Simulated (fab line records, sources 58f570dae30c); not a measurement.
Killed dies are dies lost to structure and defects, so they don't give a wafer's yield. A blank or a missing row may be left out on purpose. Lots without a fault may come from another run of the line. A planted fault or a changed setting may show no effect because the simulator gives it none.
Which tool did it? | flow berkeley_cmos170 | 15 lots, 45 wafers sampled, at 4 steps of a route of 331

WHAT THE GAUGES READ, wafer by wafer
UCB170_PWELL_THK_MEAS_06. Usual: PWELL_NITRIDE_THK 220.6 nm, standard deviation 2.1.
lot  | measured    | on            | PWELL_NITRIDE_THK (nm) | flag
L346 | day 3 15:50 | film_metro-02 | 222.2 220.8 220.7      |
L345 | day 3 15:50 | film_metro-03 | 222.7 222.1 221.5      |
L349 | day 4 02:01 | film_metro-01 | 221.3 221.1 223.1      |
L353 | day 5 00:58 | film_metro-02 | 217.9 218.9 218.8      |
L352 | day 5 00:59 | film_metro-03 | 218.1 220.8 217.3      |
L354 | day 5 09:35 | film_metro-02 | 221.1 223.4 222.2      |
L355 | day 5 09:36 | film_metro-03 | 220.9 221.2 220.5      |
L356 | day 5 19:42 | film_metro-03 | 221.8 221.5 223.6      |
L357 | day 5 19:42 | film_metro-02 | 219.1 221.4 222.6      |
L358 | day 5 19:42 | film_metro-01 | 221.6 221.5 222.2      |
L361 | day 6 15:31 | film_metro-03 | 223.1 220.1 222.4      |
L360 | day 6 15:32 | film_metro-01 | 223.6 222.2 222.0      |
L362 | day 6 23:20 | film_metro-02 | 220.7 222.3 220.9      |
L363 | day 6 23:20 | film_metro-01 | 222.5 219.0 221.3      |
L364 | day 6 23:23 | film_metro-02 | 217.9 218.6 218.7      |

UCB170_PVT_OVL_MEAS_06. Usual: PVT_OVL -3 nm, standard deviation 4.9.
lot  | measured     | on         | PVT_OVL (nm) | flag
L346 | day 7 00:28  | overlay-02 | -7 -5 -5     |
L345 | day 7 00:34  | overlay-01 | -9 -13 -13   |
L349 | day 7 08:40  | overlay-02 | 0 -5 -11     |
L353 | day 8 07:59  | overlay-02 | -9 -2 -5     |
L352 | day 8 10:23  | overlay-01 | -3 3 -1      |
L354 | day 8 09:40  | overlay-02 | -1 -7 -7     |
L355 | day 8 17:07  | overlay-01 | -2 -9 -3     |
L356 | day 8 22:25  | overlay-01 | 0 -2 -4      |
L357 | day 8 22:13  | overlay-02 | 6 -4 3       |
L358 | day 8 22:51  | overlay-02 | -2 3 -4      |
L361 | day 9 20:48  | overlay-02 | -1 -3 -8     |
L360 | day 9 20:52  | overlay-01 | -2 0 3       |
L362 | day 10 11:24 | overlay-02 | 11 9 5       |
L363 | day 10 11:47 | overlay-02 | 2 2 0        |
L364 | day 10 11:31 | overlay-01 | -11 -6 -6    |

WHICH TOOL RAN EACH LOT (tool, then ch and the chambers of the sampled wafers, then the start)
lot  | UCB170_WELLDRIVE_ANNEAL_03   | UCB170_ACTIVE_ETCH_15
L346 | furnace-01 ch 0, day 4 10:08 | rie_diel-02 ch 0,2, day 5 03:58
L345 | furnace-01 ch 0, day 4 10:08 | rie_diel-03 ch 2,3, day 5 03:50
L349 | furnace-01 ch 0, day 5 00:00 | rie_diel-02 ch 0,3, day 5 15:29
L353 | furnace-02 ch 0, day 5 21:31 | rie_diel-03 ch 0,2, day 6 15:35
L352 | furnace-02 ch 0, day 5 21:31 | rie_diel-01 ch 0,1,2, day 6 16:05
L354 | furnace-04 ch 0, day 6 03:34 | rie_diel-02 ch 1,2,3, day 6 15:52
L355 | furnace-01 ch 0, day 6 08:17 | rie_diel-03 ch 0,1, day 7 02:56
L356 | furnace-04 ch 0, day 6 17:06 | rie_diel-02 ch 0,1,2, day 7 12:17
L357 | furnace-04 ch 0, day 6 17:06 | rie_diel-01 ch 0,2,3, day 7 12:03
L358 | furnace-04 ch 0, day 6 21:22 | rie_diel-03 ch 0,1,3, day 7 11:43
L361 | furnace-01 ch 0, day 7 08:53 | rie_diel-02 ch 0,2,3, day 8 03:10
L360 | furnace-01 ch 0, day 7 08:53 | rie_diel-03 ch 2,3, day 8 03:17
L362 | furnace-04 ch 0, day 7 21:28 | rie_diel-01 ch 0,3, day 8 11:42
L363 | furnace-04 ch 0, day 7 21:28 | rie_diel-02 ch 0,2,3, day 8 11:26
L364 | furnace-04 ch 0, day 7 21:28 | rie_diel-03 ch 0,3, day 8 11:09
- UCB170_WELLDRIVE_ANNEAL_03: time 900 s.
- UCB170_ACTIVE_ETCH_15: etches Si3N4 in CH3F/Ar/O2, stops on SiO2, target depth 242 nm, time 151 s.

WHAT THE TOOLS THEMSELVES READ (means of the sampled wafers that have a number; where no wafer has one, the mark that the record gives instead)
UCB170_WELLDRIVE_ANNEAL_03. Usual: spike_tc_centre_C 1102.2 C, standard deviation 1.2; spike_tc_load_C 1127.1 C, standard deviation 2.9; spike_tc_source_C 1124.4 C, standard deviation 1.9; tube_center_temp_C 1100 C, standard deviation 0.1; tube_center_temp_C_max 1102.9, standard deviation 0.45; zone_power_source_pct 47.7 %, standard deviation 1.1.
lot  | tool       | spike_tc_centre_C (C) | spike_tc_load_C (C) | spike_tc_source_C (C) | tube_center_temp_C (C) | tube_center_temp_C_max | zone_power_source_pct (%) | flag
L346 | furnace-01 | 1103.0                | 1128.3              | 1122.6                | 1100                   | 1102.8                 | 47.8                      |
L345 | furnace-01 | 1101.5                | 1128.6              | 1122.1                | 1100                   | 1102.6                 | 48.1                      |
L349 | furnace-01 | 1102.2                | 1129.1              | 1123.9                | 1100                   | 1103.1                 | 48.5                      |
L353 | furnace-02 | 1103.3                | 1128.1              | 1126.3                | 1100                   | 1102.8                 | 45.5                      |
L352 | furnace-02 | 1102.7                | 1128.1              | 1127.9                | 1100                   | 1102.3                 | 45.0                      |
L354 | furnace-04 | 1102.9                | 1122.0              | 1126.6                | 1100                   | 1102.8                 | 48.2                      |
L355 | furnace-01 | 1103.5                | 1128.8              | 1123.5                | 1100                   | 1102.4                 | 47.5                      |
L356 | furnace-04 | 1101.5                | 1122.8              | 1125.5                | 1100                   | 1103.0                 | 47.7                      |
L357 | furnace-04 | 1102.9                | 1122.9              | 1125.9                | 1100                   | 1102.8                 | 47.6                      |
L358 | furnace-04 | 1102.1                | 1123.5              | 1126.3                | 1100                   | 1102.7                 | 48.1                      |
L361 | furnace-01 | 1102.2                | 1130.0              | 1122.7                | 1100                   | 1102.7                 | 48.4                      |
L360 | furnace-01 | 1102.0                | 1128.6              | 1122.4                | 1100                   | 1103.0                 | 47.8                      |
L362 | furnace-04 | 1043.0                | 1062.0              | 1065.3                | 1040                   | 1042.9                 | 42.4                      | OFF
L363 | furnace-04 | 1042.1                | 1063.0              | 1066.0                | 1040                   | 1042.7                 | 42.3                      | OFF
L364 | furnace-04 | 1040.6                | 1061.9              | 1065.2                | 1040                   | 1042.9                 | 42.1                      | OFF

UCB170_ACTIVE_ETCH_15. Usual: drypump_motor_current_A 5.8 A, standard deviation 0.58; oes_product_au 0.942 a.u., standard deviation 0.012; throttle_valve_pct 8.02 %, standard deviation 0.11.
lot  | tool        | drypump_motor_current_A (A) | oes_product_au (a.u.) | throttle_valve_pct (%) | flag
L346 | rie_diel-02 | 5.7                         | 0.954                 | 8.09                   |
L345 | rie_diel-03 | 5.0                         | 0.934                 | 7.93                   |
L349 | rie_diel-02 | 6.0                         | 0.953                 | 8.09                   |
L353 | rie_diel-03 | 5.9                         | 0.941                 | 7.91                   |
L352 | rie_diel-01 | 6.1                         | 0.940                 | 8.00                   |
L354 | rie_diel-02 | 6.1                         | 0.941                 | 8.08                   |
L355 | rie_diel-03 | 5.6                         | 0.955                 | 8.10                   |
L356 | rie_diel-02 | 5.9                         | 0.951                 | 8.03                   |
L357 | rie_diel-01 | 5.7                         | 0.942                 | 8.03                   |
L358 | rie_diel-03 | 5.5                         | 0.945                 | 8.05                   |
L361 | rie_diel-02 | 5.9                         | 0.944                 | 8.13                   |
L360 | rie_diel-03 | 5.3                         | 0.941                 | 7.90                   |
L362 | rie_diel-01 | 5.5                         | 0.944                 | 8.02                   |
L363 | rie_diel-02 | 6.0                         | 0.933                 | 8.13                   |
L364 | rie_diel-03 | 5.8                         | 0.939                 | 8.00                   |

THE ANSWER, worked out from the rows above alone
Rule: a lot is off if the mean of its wafers that have a number lies more than 3 standard deviations from the usual mean. A lot without any number at a reading at which 4 lots or more have one is off too. The other lots that the step has rows for count as sound. The gauges are gone through in route order, then the tools' own readings, and for those a lot's mean is taken as printed above. The first step at which some lot is off is used, and at that step the reading that is off furthest; a lot without a number counts as furthest.
Off: L362, L363, L364, at UCB170_WELLDRIVE_ANNEAL_03 (tube_center_temp_C).
A tool fits if, at that step or a process step before it, it ran every lot that is off, and no sound lot after the first of them. One fits: furnace-04 at UCB170_WELLDRIVE_ANNEAL_03. Its last sound lot is L358 (day 6 21:22), its first lot that is off L362 (day 7 21:28): a fault that began between those two fits.
The tool's own readings at UCB170_WELLDRIVE_ANNEAL_03 bear it out: on the lots that are off they differ by more than 5 times the standard deviation of the sound lots' means. spike_tc_centre_C reads 1041.9 C there against 1102.5 C on the sound lots; spike_tc_load_C reads 1062.3 C there against 1126.7 C on the sound lots; spike_tc_source_C reads 1065.5 C there against 1124.6 C on the sound lots; tube_center_temp_C reads 1040 C there against 1100 C on the sound lots; tube_center_temp_C_max reads 1042.8 there against 1102.8 on the sound lots.

WHAT THE SIMULATOR HAD PUT IN
Process parameter drift: furnace-04, from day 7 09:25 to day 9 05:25, at UCB170_WELLDRIVE_ANNEAL_03. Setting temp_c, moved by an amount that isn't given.
Lots struck among those shown: L362, L363, L364. The rule above found the same.
